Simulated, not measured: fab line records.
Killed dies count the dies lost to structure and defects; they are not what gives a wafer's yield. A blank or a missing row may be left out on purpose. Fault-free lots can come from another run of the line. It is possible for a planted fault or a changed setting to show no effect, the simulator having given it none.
fab line records -- flow berkeley_cmos170
record: lots: 15, wafers: 45, last_day: 12
route steps=331 shown ZERO@11 NWELL@27 WELLDRIVE@57 ACTIVE@66
lots that met no fault: from a run of the same line without faults
start_h: hours from the record's opening day to when the first of the lot's shown wafers began -- wait_h: hours from the lot's prior step to this one -- " unchanged from the row above -- L1.1+2: one row covering several wafers at once -- - either no value or no given start -- * or withheld: withheld -- < > ~ a bound
route shown NAME@n: names a module that has steps shown in the file, with the first one's number in the route -- usual: mean and standard deviation over wafers with no fault -- same: alike in all rows -- chamber/n: place in a boat -- sites: each site's reading -- _std_site: how widely they spread, as a standard deviation -- _edge_site: the outer-site mean with the inner-site mean subtracted -- radius_mm: for every site, how far away it sits from the centre of the wafer -- mask NAME#n: copy n -- behind: the most recent tool/chamber to have shaped the wafer -- hold: the reason the lot was held/the length of the hold in hours/how it ended -- device: the transistor (n, p or np) that didn't switch -- end of line: tests of these same wafers at the route's end -- for a step that has no rows: nothing shown but its recipe -- killed: the dies lost at the first sort to structure and to defects; this is not the yield of the wafer -- map: the dies of a wafer, with x for killed, . for not killed, _ for no die there
set.NAME: setting as actually run; set.NAME@STEP: the setting as run at that earlier step -- model.NAME: the simulator's own value behind a step, which no gauge read
route steps across a sampled set of lots; one table per step, one row per wafer
services: a tool's chamber out of use, with start hour (start_h, from the record's first day; less than 0 if before it), hours out, and reason
== steps ==
step: UCB170_ZERO_DEVELOP_05
recipe: developer: TMAH, develop_time_s: 45, resist: KrF, dev_temp_c: 21
usual: chill_plate_temp_C: 23.01/0.11, develop_time_s: 45/0, developer_temp_C: 21.01/0.11
lot.wafer,tool,chamber,start_h,wait_h,chill_plate_temp_C,develop_time_s,developer_temp_C
L917.2,litho_track-03,0,35,-,23.06,45,21.10
L917.3,litho_track-03,0,35,-,23.06,45,20.96
L917.4,litho_track-03,0,35,-,23.01,45,21.01
L918.1,litho_track-01,0,39,-,23.08,45,21.06
L918.2,litho_track-01,0,39,-,22.94,45,20.95
L918.4,litho_track-01,0,39,-,22.99,45,21.10
L919.2,litho_track-03,0,39,-,22.97,45,21.10
L919.3,litho_track-03,0,39,-,22.88,45,21.12
L919.5,litho_track-03,0,39,-,22.93,45,20.96
L921.3,litho_track-01,0,53,-,22.92,45,21.14
L921.4,litho_track-01,0,53,-,22.89,45,21.06
L921.5,litho_track-01,0,53,-,22.81,45,20.95
L922.1,litho_track-01,0,53,-,23.17,45,21.04
L922.3,litho_track-01,0,53,-,23.19,45,20.91
L922.4,litho_track-01,0,53,-,23.16,45,21.07
L923.1,litho_track-01,0,61,-,23.11,45,21.08
L923.4,litho_track-01,0,61,-,23.13,45,20.98
L923.5,litho_track-01,0,61,-,23.17,45,20.96
L924.2,litho_track-02,0,67,-,23.09,45,20.99
L924.3,litho_track-02,0,67,-,23.01,45,21.10
L924.5,litho_track-02,0,67,-,23.11,45,21.09
L925.1,litho_track-01,0,73,-,22.88,45,20.86
L925.2,litho_track-01,0,73,-,22.93,45,21.05
L925.5,litho_track-01,0,73,-,22.94,45,20.91
L928.1,litho_track-01,0,86,-,23.24,45,20.88
L928.3,litho_track-01,0,86,-,23.17,45,21.08
L928.6,litho_track-01,0,86,-,23.01,45,20.69
L929.1,litho_track-01,-,92,-,-,-,-
L929.2,litho_track-01,-,92,-,-,-,-
L929.6,litho_track-01,-,92,-,-,-,-
L930.1,litho_track-01,-,97,-,-,-,-
L930.2,litho_track-01,-,98,-,-,-,-
L930.5,litho_track-01,-,98,-,-,-,-
L931.4,litho_track-03,-,103,-,-,-,-
L931.5,litho_track-03,-,103,-,-,-,-
L931.6,litho_track-03,-,103,-,-,-,-
L933.1,litho_track-02,0,109,-,23.12,45,20.85
L933.3,litho_track-02,0,109,-,23.04,45,20.84
L933.5,litho_track-02,0,109,-,22.97,45,20.98
L937.3,litho_track-01,0,131,-,23.11,45,21.12
L937.5,litho_track-01,0,131,-,22.98,45,20.97
L937.6,litho_track-01,0,131,-,23.14,45,21.22
L938.1,litho_track-02,0,135,-,22.99,45,20.95
L938.2,litho_track-02,0,135,-,22.96,45,20.98
L938.3,litho_track-02,0,135,-,23.03,45,20.92
step: UCB170_ZERO_ETCH_06
recipe: chemistry: CHF3/CF4/Ar, target: SiO2, time_s: 12, pressure_mtorr: 100, rf_w: 500, CHF3_flow_sccm: 50, cf4_flow_sccm: 10, Ar_flow_sccm: 120, over_etch_frac: 1.58
usual: drypump_motor_current_A: 5.5/0.54, oes_product_au: 0.619/0.011, throttle_valve_pct: 9.21/0.13
lot.wafer,tool,chamber,start_h,wait_h,drypump_motor_current_A,oes_product_au,rf_hours_counter_h,throttle_valve_pct
L917.2,rie_diel-01,3,35.32,-,6.1,0.618,90,9.34
L917.3,rie_diel-01,2,35.32,-,4.8,0.628,145,9.45
L917.4,rie_diel-01,0,35.32,-,5.8,0.625,15,9.21
L918.1,rie_diel-01,2,39.61,-,4.9,0.627,145,9.48
L918.2,rie_diel-01,0,39.61,-,5.8,0.637,15,9.20
L918.4,rie_diel-01,1,39.61,-,4.7,0.624,45,9.08
L919.2,rie_diel-01,2,39.79,-,4.8,0.634,145,9.45
L919.3,rie_diel-01,0,39.79,-,5.8,0.624,15,9.20
L919.5,rie_diel-01,1,39.79,-,4.7,0.626,-,9.06
L921.3,rie_diel-01,1,53.46,-,4.7,0.627,45,9.05
L921.4,rie_diel-01,3,53.46,-,6.1,0.609,91,9.34
L921.5,rie_diel-01,3,53.46,-,6.1,0.605,-,9.35
L922.1,rie_diel-04,0,53.73,-,5.1,0.608,159,9.12
L922.3,rie_diel-04,2,53.73,-,5.8,0.600,41,9.11
L922.4,rie_diel-04,3,53.73,-,5.6,0.601,93,9.22
L923.1,rie_diel-01,3,61.71,-,6.1,0.606,91,9.34
L923.4,rie_diel-01,2,61.71,-,4.8,0.629,146,9.47
L923.5,rie_diel-01,2,61.71,-,4.8,0.631,-,9.46
L924.2,rie_diel-04,2,67.98,-,5.8,0.594,42,9.10
L924.3,rie_diel-04,0,67.98,-,5.1,0.616,159,9.12
L924.5,rie_diel-04,1,67.98,-,6.4,0.611,-,9.14
L925.1,rie_diel-04,3,73.60,-,5.6,0.606,94,9.22
L925.2,rie_diel-04,1,73.60,-,6.4,0.620,13,9.15
L925.5,rie_diel-04,0,73.60,-,5.1,0.614,-,9.10
L928.1,rie_diel-01,1,86.29,-,4.7,0.624,46,9.06
L928.3,rie_diel-01,2,86.29,-,4.8,0.630,147,9.50
L928.6,rie_diel-01,1,86.29,-,4.7,0.618,-,9.07
L929.1,rie_diel-02,0,92.33,-,5.3,0.386,74,9.03
L929.2,rie_diel-02,2,92.33,-,5.3,0.383,75,9.26
L929.6,rie_diel-02,0,92.33,-,5.3,0.381,-,9.04
L930.1,rie_diel-01,1,98.12,-,4.7,0.377,47,9.04
L930.2,rie_diel-01,2,98.12,-,4.8,0.391,147,9.44
L930.5,rie_diel-01,0,98.12,-,5.8,0.388,-,9.18
L931.4,rie_diel-02,3,103.82,-,5.1,0.380,-,9.15
L931.5,rie_diel-02,0,103.82,-,5.3,0.378,-,9.03
L931.6,rie_diel-02,1,103.82,-,5.1,0.367,-,9.23
L933.1,rie_diel-04,1,109.55,-,6.4,0.614,14,9.14
L933.3,rie_diel-04,0,109.55,-,5.1,0.621,161,9.11
L933.5,rie_diel-04,2,109.55,-,5.8,0.602,-,9.09
L937.3,rie_diel-01,2,131.47,-,4.8,0.626,149,9.45
L937.5,rie_diel-01,3,131.47,-,6.1,0.604,-,9.33
L937.6,rie_diel-01,0,131.47,-,5.8,0.629,-,9.19
L938.1,rie_diel-01,2,135.36,-,4.8,0.627,149,9.47
L938.2,rie_diel-01,1,135.36,-,4.7,0.618,48,9.07
L938.3,rie_diel-01,0,135.36,-,5.8,0.629,19,9.19
step: UCB170_ZERO_STRIP_07
recipe: chemistry: O2, power_w: 400, pressure_mtorr: 3500, platen_temp_c: withheld, o2_flow_sccm: 400, overash_fraction: 0.5
usual: drypump_motor_current_A: 5.5/0.68, oes_product_au: 0.727/0.0046, strip_time_to_endpoint_s: 21.50/0.062
lot.wafer,tool,chamber,start_h,wait_h,drypump_motor_current_A,oes_product_au,rf_hours_counter_h,strip_time_to_endpoint_s
L917.2,plasma_asher-03,0,35.34,0.0,4.8,0.723,32,21.39
L917.3,plasma_asher-03,1,35.34,0.0,4.7,0.732,-,21.42
L917.4,plasma_asher-03,0,35.34,0.0,4.8,0.727,-,21.40
L918.1,plasma_asher-03,0,39.64,0.0,4.8,0.732,33,21.49
L918.2,plasma_asher-03,1,39.64,0.0,4.8,0.725,33,21.55
L918.4,plasma_asher-03,0,39.64,0.0,4.9,0.721,-,21.57
L919.2,plasma_asher-03,0,39.81,0.0,4.8,0.719,33,21.47
L919.3,plasma_asher-03,1,39.81,0.0,4.7,0.728,-,21.44
L919.5,plasma_asher-03,1,39.81,0.0,4.8,0.727,-,21.43
L921.3,plasma_asher-01,1,53.52,0.0,6.0,0.720,-,21.57
L921.4,plasma_asher-01,0,53.52,0.0,6.2,0.726,-,21.50
L921.5,plasma_asher-01,0,53.52,0.0,6.2,0.727,-,21.59
L922.1,plasma_asher-03,1,53.76,0.0,4.8,0.732,34,21.54
L922.3,plasma_asher-03,1,53.76,0.0,4.8,0.728,-,21.49
L922.4,plasma_asher-03,0,53.76,0.0,4.9,0.719,-,21.49
L923.1,plasma_asher-01,1,61.73,0.0,6.0,0.730,26,21.54
L923.4,plasma_asher-01,0,61.73,0.0,6.2,0.731,-,21.60
L923.5,plasma_asher-01,0,61.73,0.0,6.2,0.723,-,21.55
L924.2,plasma_asher-01,1,68.00,0.0,6.0,0.723,27,21.54
L924.3,plasma_asher-01,1,68.00,0.0,6.0,0.724,-,21.56
L924.5,plasma_asher-01,1,68.00,0.0,6.0,0.723,-,21.55
L925.1,plasma_asher-03,1,73.62,0.0,4.8,0.727,36,21.50
L925.2,plasma_asher-03,0,73.62,0.0,4.8,0.722,36,21.48
L925.5,plasma_asher-03,0,73.62,0.0,4.8,0.728,-,21.39
L928.1,plasma_asher-01,1,86.31,0.0,6.0,0.731,29,21.60
L928.3,plasma_asher-01,1,86.31,0.0,6.0,0.729,-,21.60
L928.6,plasma_asher-01,0,86.31,0.0,6.2,0.724,-,21.57
L929.1,plasma_asher-03,1,92.35,0.0,4.8,0.723,39,21.90
L929.2,plasma_asher-03,0,92.35,0.0,4.9,0.728,39,21.79
L929.6,plasma_asher-03,1,92.35,0.0,4.8,0.733,-,21.81
L930.1,plasma_asher-03,1,98.14,0.0,4.8,0.729,39,21.81
L930.2,plasma_asher-03,0,98.14,0.0,4.9,0.729,39,21.82
L930.5,plasma_asher-03,1,98.14,0.0,4.8,0.727,-,21.80
L931.4,plasma_asher-03,1,103.86,0.0,4.8,0.725,-,21.92
L931.5,plasma_asher-03,1,103.86,0.0,4.8,0.729,-,21.87
L931.6,plasma_asher-03,0,103.86,0.0,4.9,0.723,-,21.94
L933.1,plasma_asher-01,1,109.57,0.0,6.0,0.728,31,21.58
L933.3,plasma_asher-01,0,109.57,0.0,6.2,0.726,-,21.61
L933.5,plasma_asher-01,0,109.57,0.0,6.2,0.734,-,21.56
L937.3,plasma_asher-01,1,131.53,0.0,6.0,0.728,-,21.39
L937.5,plasma_asher-01,1,131.53,0.0,6.0,0.726,-,21.45
L937.6,plasma_asher-01,0,131.53,0.0,6.2,0.728,-,21.46
L938.1,plasma_asher-03,1,135.39,0.0,4.8,0.724,44,21.49
L938.2,plasma_asher-03,0,135.39,0.0,4.8,0.726,44,21.49
L938.3,plasma_asher-03,0,135.39,0.0,4.8,0.724,-,21.51
step: UCB170_NWELL_ETCH_13
recipe: chemistry: CH3F/Ar/O2, target: Si3N4, stop_on: SiO2, CH3F_flow_sccm: 20, Ar_flow_sccm: 50, O2_flow_sccm: 7, pressure_mtorr: 50, rf_w: 450, target_depth_a: 2464, over_etch_frac: 0.1, time_s: 154
usual: drypump_motor_current_A: 5.5/0.53, oes_product_au: 0.948/0.017, throttle_valve_pct: 8.06/0.11
lot.wafer,tool,chamber,start_h,wait_h,drypump_motor_current_A,oes_product_au,rf_hours_counter_h,throttle_valve_pct
L917.2,rie_diel-03,2,51.05,0.0,6.1,0.915,16,7.95
L917.3,rie_diel-03,1,51.05,0.0,5.4,0.937,15,8.02
L917.4,rie_diel-03,0,51.05,0.0,6.1,0.951,-,8.07
L919.2,rie_diel-03,3,54.92,0.0,6.3,0.957,2,8.20
L919.3,rie_diel-03,0,54.92,0.0,6.1,0.948,157,8.10
L919.5,rie_diel-03,3,54.92,0.0,6.3,0.954,-,8.20
L918.1,rie_diel-02,0,55.19,0.0,5.3,0.951,72,7.90
L918.2,rie_diel-02,3,55.19,0.0,5.1,0.937,113,7.99
L918.4,rie_diel-02,1,55.19,0.0,5.0,0.911,85,8.06
L921.3,rie_diel-02,1,66.83,0.0,5.1,0.929,86,8.07
L921.4,rie_diel-02,1,66.83,0.0,5.1,0.921,-,8.06
L921.5,rie_diel-02,2,66.83,0.0,5.3,0.955,-,8.12
L922.1,rie_diel-01,3,67.07,0.0,6.1,0.930,91,8.15
L922.3,rie_diel-01,0,67.07,0.0,5.8,0.950,16,8.03
L922.4,rie_diel-01,2,67.07,0.0,4.8,0.952,146,8.24
L923.1,rie_diel-03,3,78.08,0.0,6.3,0.968,3,8.21
L923.4,rie_diel-03,2,78.08,0.0,6.2,0.924,17,7.95
L923.5,rie_diel-03,0,78.08,0.0,6.0,0.954,-,8.07
L924.2,rie_diel-01,1,83.28,0.0,4.7,0.947,46,7.91
L924.3,rie_diel-01,3,83.28,0.0,6.1,0.928,92,8.16
L924.5,rie_diel-01,3,83.28,0.0,6.0,0.933,-,8.15
L925.1,rie_diel-02,1,83.56,0.0,5.0,0.935,87,8.06
L925.2,rie_diel-02,0,83.56,0.0,5.3,0.979,73,7.87
L925.5,rie_diel-02,2,83.56,0.0,5.3,0.975,-,8.14
L928.1,rie_diel-01,3,100.87,0.0,6.1,0.927,93,8.14
L928.3,rie_diel-01,2,100.87,0.0,4.8,0.961,148,8.26
L928.6,rie_diel-01,2,100.87,0.0,4.8,0.964,-,8.24
L933.1,rie_diel-01,1,128.01,0.0,4.7,0.948,48,7.90
L933.3,rie_diel-01,2,128.01,0.0,4.8,0.960,149,8.23
L933.5,rie_diel-01,0,128.01,0.0,5.7,0.960,-,8.01
L937.3,rie_diel-02,3,147.43,0.0,5.1,0.942,117,8.00
L937.5,rie_diel-02,2,147.43,0.0,5.2,0.961,-,8.12
L937.6,rie_diel-02,3,147.43,0.0,5.1,0.932,-,8.00
L938.1,rie_diel-01,0,147.45,0.0,5.8,0.954,19,8.03
L938.2,rie_diel-01,3,147.45,0.0,6.1,0.924,94,8.16
L938.3,rie_diel-01,1,147.45,0.0,4.7,0.955,49,7.89
step: UCB170_WELLDRIVE_THK_MEAS_02
recipe: reads: SiO2_of_WELLDRIVE_OXIDATION_01
usual: WELLDRIVE_OXIDE_THK: 197/3.9
lot.wafer,tool,chamber,start_h,wait_h,WELLDRIVE_OXIDE_THK[nm]
L918.1,film_metro-03,-,83.43,0.0,196
L918.2,film_metro-03,-,83.43,0.0,199
L918.4,film_metro-03,-,83.43,0.0,199
L917.2,film_metro-02,-,83.44,0.0,202
L917.3,film_metro-02,-,83.44,0.0,205
L917.4,film_metro-02,-,83.44,0.0,203
L919.2,film_metro-02,-,83.50,0.1,201
L919.3,film_metro-02,-,83.50,0.1,203
L919.5,film_metro-02,-,83.50,0.1,202
L922.1,film_metro-02,-,94.45,0.0,199
L922.3,film_metro-02,-,94.45,0.0,197
L922.4,film_metro-02,-,94.45,0.0,193
L921.3,film_metro-03,-,94.47,0.0,197
L921.4,film_metro-03,-,94.47,0.0,195
L921.5,film_metro-03,-,94.47,0.0,192
L923.1,film_metro-02,-,109.32,0.0,202
L923.4,film_metro-02,-,109.32,0.0,206
L923.5,film_metro-02,-,109.32,0.0,202
L925.1,film_metro-02,-,124.26,0.0,197
L925.2,film_metro-02,-,124.26,0.0,198
L925.5,film_metro-02,-,124.26,0.0,197
L924.2,film_metro-03,-,124.27,0.0,195
L924.3,film_metro-03,-,124.27,0.0,193
L924.5,film_metro-03,-,124.27,0.0,198
L928.1,film_metro-01,-,138.61,0.0,197
L928.3,film_metro-01,-,138.61,0.0,195
L928.6,film_metro-01,-,138.61,0.0,199
L933.1,film_metro-01,-,163.77,0.0,197
L933.3,film_metro-01,-,163.77,0.0,200
L933.5,film_metro-01,-,163.77,0.0,196
L938.1,film_metro-03,-,183.18,0.0,193
L938.2,film_metro-03,-,183.18,0.0,191
L938.3,film_metro-03,-,183.18,0.0,193
L937.3,film_metro-02,-,183.20,0.0,197
L937.5,film_metro-02,-,183.20,0.0,195
L937.6,film_metro-02,-,183.20,0.0,198
step: UCB170_ACTIVE_THK_MEAS_06
recipe: reads: Si3N4_of_ACTIVE_CVD_05
usual: ACTIVE_NITRIDE_THK: 218.5/2.4
lot.wafer,tool,chamber,start_h,wait_h,ACTIVE_NITRIDE_THK[nm]
L917.2,film_metro-01,-,104.31,0.0,221.7
L917.3,film_metro-01,-,104.31,0.0,222.1
L917.4,film_metro-01,-,104.31,0.0,221.3
L919.2,film_metro-02,-,104.31,0.0,216.3
L919.3,film_metro-02,-,104.31,0.0,216.0
L919.5,film_metro-02,-,104.31,0.0,215.3
L918.1,film_metro-01,-,104.36,0.1,221.3
L918.2,film_metro-01,-,104.36,0.1,221.9
L918.4,film_metro-01,-,104.36,0.1,221.1
L922.1,film_metro-04,-,114.75,0.0,219.3
L922.3,film_metro-04,-,114.75,0.0,218.4
L922.4,film_metro-04,-,114.75,0.0,217.2
L921.3,film_metro-02,-,114.77,0.0,218.8
L921.4,film_metro-02,-,114.77,0.0,221.5
L921.5,film_metro-02,-,114.77,0.0,218.0
L923.1,film_metro-02,-,132.28,0.0,224.4
L923.4,film_metro-02,-,132.28,0.0,224.0
L923.5,film_metro-02,-,132.28,0.0,224.4
L924.2,film_metro-02,-,143.21,0.0,218.4
L924.3,film_metro-02,-,143.21,0.0,218.0
L924.5,film_metro-02,-,143.21,0.0,218.2
L925.1,film_metro-02,-,143.26,0.1,218.0
L925.2,film_metro-02,-,143.26,0.1,218.4
L925.5,film_metro-02,-,143.26,0.1,216.8
L928.1,film_metro-04,-,157.58,0.0,216.9
L928.3,film_metro-04,-,157.58,0.0,215.6
L928.6,film_metro-04,-,157.58,0.0,217.8
L933.1,film_metro-01,-,185.90,0.0,216.2
L933.3,film_metro-01,-,185.90,0.0,215.8
L933.5,film_metro-01,-,185.90,0.0,215.8
L938.1,film_metro-01,-,195.51,0.0,218.5
L938.2,film_metro-01,-,195.51,0.0,219.0
L938.3,film_metro-01,-,195.51,0.0,217.2
L937.3,film_metro-04,-,195.53,0.0,217.2
L937.5,film_metro-04,-,195.53,0.0,218.0
L937.6,film_metro-04,-,195.53,0.0,216.5
== services ==
tool,chamber,start_h,hours,kind
rie_diel-03,2,13.27,10.3,repair
rie_diel-04,3,20.73,1.8,repair
rie_diel-03,1,46.59,2.4,repair
rie_diel-03,3,46.97,5.3,repair
rie_diel-02,3,60.92,16.8,repair
rie_diel-03,1,63.01,8.0,repair
rie_diel-03,2,69.09,7.4,repair
rie_diel-02,2,73.43,6.9,repair
rie_diel-03,0,88.27,7.1,repair
rie_diel-02,1,92.16,4.5,repair
plasma_asher-01,-,96.27,8.5,repair
rie_diel-02,2,99.98,7.3,repair
rie_diel-04,0,116.03,-,clean
rie_diel-04,0,116.03,15.9,scheduled_down
rie_diel-04,0,116.03,15.9,vent_cycle
rie_diel-03,0,126.74,-,clean
rie_diel-03,0,126.74,17.1,scheduled_down
rie_diel-03,0,126.74,17.1,vent_cycle
rie_diel-02,0,145.40,6.7,repair
== key ==
first_sign: step: UCB170_ZERO_DEVELOP_05, reading: tool_record, direction: missing
effect: step: UCB170_ZERO_ETCH_06, reading: oes_product_au, direction: down, sigmas: 22, usual: 0.619, struck: 0.381
effect: step: UCB170_ZERO_STRIP_07, reading: strip_time_to_endpoint_s, direction: up, sigmas: 5.6, usual: *, struck: *
met_at UCB170_ZERO_DEVELOP_05
struck_lots L929,L930,L931
later_rows_left_out L929.1,L929.2,L929.6,L930.1,L930.2,L930.5,L931.4,L931.5,L931.6
sort_left_out L929.1,L929.2,L929.6,L930.1,L930.2,L930.5,L931.4,L931.5,L931.6
tester_left_out L929,L930,L931
not_acting_at UCB170_NWELL_ETCH_13,UCB170_WELLDRIVE_THK_MEAS_02,UCB170_ACTIVE_THK_MEAS_06
onset_between 86 92
fault: kind: skipped_step_whole, tool: litho_track-01,litho_track-03, chamber: -, onset_h: 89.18, steps: UCB170_ZERO_DEVELOP_05, scope: struck_lots_only
tester_left_out: of these lots the tester's yield and bins aren't shown, on N5 and GAA mostly nor the transistor test; their killed dies are dies lost to structure and defects alone, not to doping, threshold or leakage, so they don't give the yield
sort_left_out: the simulated sort isn't trusted on such a fault, so these wafers' sort isn't shown, and their yield isn't known
later_rows_left_out: the simulator's readings of these wafers behind a module that went badly wrong aren't trusted and aren't shown, but for the sort
